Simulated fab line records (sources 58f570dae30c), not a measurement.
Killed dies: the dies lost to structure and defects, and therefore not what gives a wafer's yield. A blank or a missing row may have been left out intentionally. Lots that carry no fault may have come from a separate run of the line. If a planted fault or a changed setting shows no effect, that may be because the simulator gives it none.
Which of the tools did it? || flow berkeley_cmos170 || 14 lots, 42 wafers sampled, at 5 steps of a route of 331

WHAT THE GAUGES SHOWED, per wafer
UCB170_NVT_TW_MEAS_09.
{"lot": "L159", "measured": "day 6 23:43", "on": "film_metro-03", "NVT_TW": "532 532 530"}
{"lot": "L162", "measured": "day 7 00:31", "on": "film_metro-03", "NVT_TW": "530 530 530"}
{"lot": "L160", "measured": "day 7 01:20", "on": "film_metro-03", "NVT_TW": "530 526 527"}
{"lot": "L165", "measured": "day 7 08:17", "on": "film_metro-03", "NVT_TW": "533 531 528"}
{"lot": "L164", "measured": "day 7 08:33", "on": "film_metro-02", "NVT_TW": "522 520 521"}
{"lot": "L163", "measured": "day 7 13:22", "on": "film_metro-03", "NVT_TW": "529 532 528"}
{"lot": "L166", "measured": "day 7 22:38", "on": "film_metro-03", "NVT_TW": "531 529 531"}
{"lot": "L173", "measured": "day 8 22:49", "on": "film_metro-02", "NVT_TW": "524 522 522"}
{"lot": "L171", "measured": "day 8 23:10", "on": "film_metro-01", "NVT_TW": "551 548 548 546 552 549"}
{"lot": "L179", "measured": "day 10 06:53", "on": "film_metro-02", "NVT_TW": "520 521 521"}
{"lot": "L178", "measured": "day 10 07:13", "on": "film_metro-03", "NVT_TW": "562 558 560 562 564 560"}
{"lot": "L181", "measured": "day 10 19:11", "on": "film_metro-03", "NVT_TW": "531 527 527"}
{"lot": "L180", "measured": "day 10 19:13", "on": "film_metro-01", "NVT_TW": "520 520 520"}
{"lot": "L182", "measured": "day 10 19:24", "on": "film_metro-02", "NVT_TW": "520 518 522"}

UCB170_PSD_OVL_MEAS_07.
{"lot": "L159", "measured": "day 8 04:43", "on": "overlay-02", "PSD_OVL (nm)": "-4 -6 -7"}
{"lot": "L162", "measured": "day 8 03:58", "on": "overlay-02", "PSD_OVL (nm)": "4 2 -7"}
{"lot": "L160", "measured": "day 8 04:58", "on": "overlay-01", "PSD_OVL (nm)": "4 7 8"}
{"lot": "L165", "measured": "day 8 15:13", "on": "overlay-01", "PSD_OVL (nm)": "2 2 -5"}
{"lot": "L164", "measured": "day 8 15:30", "on": "overlay-02", "PSD_OVL (nm)": "-7 5 2"}
{"lot": "L163", "measured": "day 8 22:16", "on": "overlay-02", "PSD_OVL (nm)": "-3 -3 1"}
{"lot": "L166", "measured": "day 8 22:43", "on": "overlay-02", "PSD_OVL (nm)": "8 0 13"}
{"lot": "L173", "measured": "day 10 00:34", "on": "overlay-02", "PSD_OVL (nm)": "-6 -5 2"}
{"lot": "L171", "measured": "day 10 00:18", "on": "overlay-02", "PSD_OVL (nm)": "1 -5 -1"}
{"lot": "L179", "measured": "day 11 08:48", "on": "overlay-02", "PSD_OVL (nm)": "-5 0 -2"}
{"lot": "L178", "measured": "day 11 09:10", "on": "overlay-02", "PSD_OVL (nm)": "6 5 2"}
{"lot": "L181", "measured": "day 12 00:28", "on": "overlay-02", "PSD_OVL (nm)": "10 6 8"}
{"lot": "L180", "measured": "day 12 00:14", "on": "overlay-01", "PSD_OVL (nm)": "7 4 9"}
{"lot": "L182", "measured": "day 12 00:11", "on": "overlay-02", "PSD_OVL (nm)": "-2 0 -6"}

UCB170_NSD_CD_MEAS_06: the cd target is 1200 nm.
{"lot": "L159", "measured": "day 8 08:17", "on": "cd_sem-02", "cd_nm (nm)": "1199.9 1198.9 1201.6"}
{"lot": "L162", "measured": "day 8 07:46", "on": "cd_sem-02", "cd_nm (nm)": "1201.4 1201.6 1200.8"}
{"lot": "L160", "measured": "day 8 08:29", "on": "cd_sem-02", "cd_nm (nm)": "1199.5 1200.3 1200.1"}
{"lot": "L165", "measured": "day 8 18:33", "on": "cd_sem-01", "cd_nm (nm)": "1202.7 1200.4 1201.1"}
{"lot": "L164", "measured": "day 8 18:34", "on": "cd_sem-02", "cd_nm (nm)": "1200.6 1199.0 1200.1"}
{"lot": "L163", "measured": "day 9 00:51", "on": "cd_sem-02", "cd_nm (nm)": "1199.6 1201.8 1200.0"}
{"lot": "L166", "measured": "day 9 01:53", "on": "cd_sem-01", "cd_nm (nm)": "1202.8 1202.8 1201.7"}
{"lot": "L173", "measured": "day 10 03:29", "on": "cd_sem-01", "cd_nm (nm)": "1200.8 1200.9 1199.7"}
{"lot": "L171", "measured": "day 10 03:03", "on": "cd_sem-01", "cd_nm (nm)": "1199.1 1201.1 1199.5"}
{"lot": "L179", "measured": "day 11 10:24", "on": "cd_sem-01", "cd_nm (nm)": "1200.0 1199.0 1199.3"}
{"lot": "L178", "measured": "day 11 11:01", "on": "cd_sem-01", "cd_nm (nm)": "1200.3 1201.4 1201.4"}
{"lot": "L181", "measured": "day 12 03:02", "on": "cd_sem-02", "cd_nm (nm)": "1198.8 1199.6 1198.6"}
{"lot": "L180", "measured": "day 12 02:37", "on": "cd_sem-01", "cd_nm (nm)": "1196.7 1198.4 1198.9"}
{"lot": "L182", "measured": "day 12 02:49", "on": "cd_sem-01", "cd_nm (nm)": "1199.2 1198.4 1202.1"}

WHAT TOOL EACH LOT RAN ON (gives the tool, then ch and the chambers of the sampled wafers, and finally the start)
{"lot": "L159", "UCB170_NVT_IMPLANT_07": "implanter-01 ch 0, day 6 23:31", "UCB170_PLDD_STRIP_10": "plasma_asher-01 ch 0,1, day 7 20:08"}
{"lot": "L162", "UCB170_NVT_IMPLANT_07": "implanter-04 ch 0, day 7 00:16", "UCB170_PLDD_STRIP_10": "plasma_asher-02 ch 0, day 7 19:52"}
{"lot": "L160", "UCB170_NVT_IMPLANT_07": "implanter-01 ch 0, day 7 01:06", "UCB170_PLDD_STRIP_10": "plasma_asher-01 ch 0,1, day 7 20:43"}
{"lot": "L165", "UCB170_NVT_IMPLANT_07": "implanter-04 ch 0, day 7 07:59", "UCB170_PLDD_STRIP_10": "plasma_asher-01 ch 0,1, day 8 04:35"}
{"lot": "L164", "UCB170_NVT_IMPLANT_07": "implanter-01 ch 0, day 7 08:14", "UCB170_PLDD_STRIP_10": "plasma_asher-02 ch 0,1, day 8 03:45"}
{"lot": "L163", "UCB170_NVT_IMPLANT_07": "implanter-03 ch 0, day 7 13:07", "UCB170_PLDD_STRIP_10": "plasma_asher-01 ch 1, day 8 13:11"}
{"lot": "L166", "UCB170_NVT_IMPLANT_07": "implanter-04 ch 0, day 7 22:25", "UCB170_PLDD_STRIP_10": "plasma_asher-01 ch 0,1, day 8 14:36"}
{"lot": "L173", "UCB170_NVT_IMPLANT_07": "implanter-04 ch 0, day 8 22:32", "UCB170_PLDD_STRIP_10": "plasma_asher-01 ch 0,1, day 9 16:52"}
{"lot": "L171", "UCB170_NVT_IMPLANT_07": "implanter-04 ch 0, day 8 22:57", "UCB170_PLDD_STRIP_10": "plasma_asher-03 ch 0,1, day 9 17:56"}
{"lot": "L179", "UCB170_NVT_IMPLANT_07": "implanter-03 ch 0, day 10 06:38", "UCB170_PLDD_STRIP_10": "plasma_asher-03 ch 0,1, day 10 23:17"}
{"lot": "L178", "UCB170_NVT_IMPLANT_07": "implanter-04 ch 0, day 10 06:59", "UCB170_PLDD_STRIP_10": "plasma_asher-01 ch 0,1, day 10 23:44"}
{"lot": "L181", "UCB170_NVT_IMPLANT_07": "implanter-03 ch 0, day 10 18:58", "UCB170_PLDD_STRIP_10": "plasma_asher-01 ch 0,1, day 11 14:26"}
{"lot": "L180", "UCB170_NVT_IMPLANT_07": "implanter-01 ch 0, day 10 18:59", "UCB170_PLDD_STRIP_10": "plasma_asher-02 ch 0, day 11 14:39"}
{"lot": "L182", "UCB170_NVT_IMPLANT_07": "implanter-03 ch 0, day 10 19:10", "UCB170_PLDD_STRIP_10": "plasma_asher-03 ch 0,1, day 11 14:01"}
- UCB170_NVT_IMPLANT_07
- UCB170_PLDD_STRIP_10: strips in O2.

WHAT THE TOOLS THEMSELVES READ (means of the sampled wafers that have a number; where no wafer has one, the mark that the record gives instead)
UCB170_NVT_IMPLANT_07.
{"lot": "L159", "tool": "implanter-01", "beam_on_s (s)": 10.19, "end_station_pressure_torr (Torr)": 5e-06, "faraday_current_uA": 9.47, "tilt_deg (degrees)": 6.997}
{"lot": "L162", "tool": "implanter-04", "beam_on_s (s)": 10.01, "end_station_pressure_torr (Torr)": 5e-06, "faraday_current_uA": 9.62, "tilt_deg (degrees)": 6.975}
{"lot": "L160", "tool": "implanter-01", "beam_on_s (s)": 10.06, "end_station_pressure_torr (Torr)": 5e-06, "faraday_current_uA": 9.58, "tilt_deg (degrees)": 7.010}
{"lot": "L165", "tool": "implanter-04", "beam_on_s (s)": 10.00, "end_station_pressure_torr (Torr)": 5e-06, "faraday_current_uA": 9.64, "tilt_deg (degrees)": 6.997}
{"lot": "L164", "tool": "implanter-01", "beam_on_s (s)": 10.13, "end_station_pressure_torr (Torr)": 5e-06, "faraday_current_uA": 9.53, "tilt_deg (degrees)": 7.014}
{"lot": "L163", "tool": "implanter-03", "beam_on_s (s)": 9.99, "end_station_pressure_torr (Torr)": 5e-06, "faraday_current_uA": 9.67, "tilt_deg (degrees)": 7.015}
{"lot": "L166", "tool": "implanter-04", "beam_on_s (s)": 9.89, "end_station_pressure_torr (Torr)": 5e-06, "faraday_current_uA": 9.71, "tilt_deg (degrees)": 6.996}
{"lot": "L173", "tool": "implanter-04", "beam_on_s (s)": 9.81, "end_station_pressure_torr (Torr)": 5e-06, "faraday_current_uA": 9.83, "tilt_deg (degrees)": 7.016}
{"lot": "L171", "tool": "implanter-04", "beam_on_s (s)": 12.15, "end_station_pressure_torr (Torr)": 1e-04, "faraday_current_uA": 8.01, "tilt_deg (degrees)": 7.013}
{"lot": "L179", "tool": "implanter-03", "beam_on_s (s)": 9.89, "end_station_pressure_torr (Torr)": 5e-06, "faraday_current_uA": 9.72, "tilt_deg (degrees)": 6.993}
{"lot": "L178", "tool": "implanter-04", "beam_on_s (s)": 12.04, "end_station_pressure_torr (Torr)": 1e-04, "faraday_current_uA": 8.10, "tilt_deg (degrees)": 6.973}
{"lot": "L181", "tool": "implanter-03", "beam_on_s (s)": 9.86, "end_station_pressure_torr (Torr)": 5e-06, "faraday_current_uA": 9.76, "tilt_deg (degrees)": 6.990}
{"lot": "L180", "tool": "implanter-01", "beam_on_s (s)": 10.12, "end_station_pressure_torr (Torr)": 5e-06, "faraday_current_uA": 9.54, "tilt_deg (degrees)": 7.000}
{"lot": "L182", "tool": "implanter-03", "beam_on_s (s)": 9.88, "end_station_pressure_torr (Torr)": 5e-06, "faraday_current_uA": 9.77, "tilt_deg (degrees)": 6.981}

UCB170_PLDD_STRIP_10.
{"lot": "L159", "tool": "plasma_asher-01", "chamber_pressure_mTorr (mTorr)": 3500.9, "drypump_motor_current_A (A)": 6.2, "oes_product_au (a.u.)": 0.734, "strip_time_to_endpoint_s (s)": 21.80}
{"lot": "L162", "tool": "plasma_asher-02", "chamber_pressure_mTorr (mTorr)": 3498.0, "drypump_motor_current_A (A)": 6.1, "oes_product_au (a.u.)": 0.737, "strip_time_to_endpoint_s (s)": 21.81}
{"lot": "L160", "tool": "plasma_asher-01", "chamber_pressure_mTorr (mTorr)": 3497.6, "drypump_motor_current_A (A)": 6.1, "oes_product_au (a.u.)": 0.735, "strip_time_to_endpoint_s (s)": 21.73}
{"lot": "L165", "tool": "plasma_asher-01", "chamber_pressure_mTorr (mTorr)": 3500.8, "drypump_motor_current_A (A)": 6.2, "oes_product_au (a.u.)": 0.738, "strip_time_to_endpoint_s (s)": 21.81}
{"lot": "L164", "tool": "plasma_asher-02", "chamber_pressure_mTorr (mTorr)": 3497.0, "drypump_motor_current_A (A)": 6.3, "oes_product_au (a.u.)": 0.732, "strip_time_to_endpoint_s (s)": 21.80}
{"lot": "L163", "tool": "plasma_asher-01", "chamber_pressure_mTorr (mTorr)": 3500.2, "drypump_motor_current_A (A)": 6.0, "oes_product_au (a.u.)": 0.735, "strip_time_to_endpoint_s (s)": 21.75}
{"lot": "L166", "tool": "plasma_asher-01", "chamber_pressure_mTorr (mTorr)": 3497.8, "drypump_motor_current_A (A)": 6.2, "oes_product_au (a.u.)": 0.733, "strip_time_to_endpoint_s (s)": 21.66}
{"lot": "L173", "tool": "plasma_asher-01", "chamber_pressure_mTorr (mTorr)": 3501.8, "drypump_motor_current_A (A)": 6.1, "oes_product_au (a.u.)": 0.734, "strip_time_to_endpoint_s (s)": 21.71}
{"lot": "L171", "tool": "plasma_asher-03", "chamber_pressure_mTorr (mTorr)": 3501.3, "drypump_motor_current_A (A)": 5.6, "oes_product_au (a.u.)": 0.728, "strip_time_to_endpoint_s (s)": 21.61}
{"lot": "L179", "tool": "plasma_asher-03", "chamber_pressure_mTorr (mTorr)": 3499.0, "drypump_motor_current_A (A)": 6.0, "oes_product_au (a.u.)": 0.730, "strip_time_to_endpoint_s (s)": 21.68}
{"lot": "L178", "tool": "plasma_asher-01", "chamber_pressure_mTorr (mTorr)": 3500.3, "drypump_motor_current_A (A)": 6.2, "oes_product_au (a.u.)": 0.734, "strip_time_to_endpoint_s (s)": 21.64}
{"lot": "L181", "tool": "plasma_asher-01", "chamber_pressure_mTorr (mTorr)": 3498.4, "drypump_motor_current_A (A)": 6.1, "oes_product_au (a.u.)": 0.730, "strip_time_to_endpoint_s (s)": 21.66}
{"lot": "L180", "tool": "plasma_asher-02", "chamber_pressure_mTorr (mTorr)": 3500.8, "drypump_motor_current_A (A)": 6.2, "oes_product_au (a.u.)": 0.732, "strip_time_to_endpoint_s (s)": 21.65}
{"lot": "L182", "tool": "plasma_asher-03", "chamber_pressure_mTorr (mTorr)": 3497.5, "drypump_motor_current_A (A)": 6.0, "oes_product_au (a.u.)": 0.732, "strip_time_to_endpoint_s (s)": 21.77}

THE ANSWER, worked out from the rows above alone
Rule: the usual values come from the lots themselves. Put in order of their means at a reading, lots are off if they are a third of the lots or fewer, leave a main group of 4 or more, and stand apart from it by a gap of 3 or more times the standard deviation of the main group's means; of several such gaps the widest counts. If all means in a main group match to the digits the tables above print for the reading, that group is not used. A lot without any number at a reading at which 4 lots or more have one is off too. The other lots that the step has rows for count as sound. First the gauges in route order, then the tools' own readings, where a lot's mean is used as printed above. The first step at which some lot is off is used, and at that step the reading that is off furthest; a lot without a number counts as furthest.
Off: L171, L178, seen at UCB170_NVT_TW_MEAS_09 (NVT_TW). The main group: mean 526, standard deviation 4.5.
If a tool, at a process step before that reading, ran all the lots that are off and no sound lot after the first of them, it fits. The gauges at UCB170_NVT_TW_MEAS_09 aren't tried: what is off there is off at UCB170_NVT_IMPLANT_07 too, on other tools, and a gauge's error can't cause that. One fits: UCB170_NVT_IMPLANT_07 on implanter-04. A fault onset in the window from L173 (day 8 22:32, its last sound lot) to L171 (day 8 22:57, its first lot off) fits.
The tool's own readings at UCB170_NVT_IMPLANT_07 bear it out: on the lots that are off they differ by more than 5 times the standard deviation of the sound lots' means. beam_on_s reads 12.09 s there against 9.99 s on the sound lots; end_station_pressure_torr reads 1e-04 Torr there against 5e-06 Torr on the sound lots; faraday_current_uA reads 8.05 there against 9.65 on the sound lots.

WHAT THE SIMULATOR HAD PUT IN
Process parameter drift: implanter-04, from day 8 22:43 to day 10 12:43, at UCB170_NVT_IMPLANT_07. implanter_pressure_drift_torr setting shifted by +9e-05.
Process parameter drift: implanter-04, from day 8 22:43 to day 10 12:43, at UCB170_NVT_IMPLANT_07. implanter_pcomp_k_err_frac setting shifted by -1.
Lots struck among those shown: L171, L178. The rule given above showed the same thing.
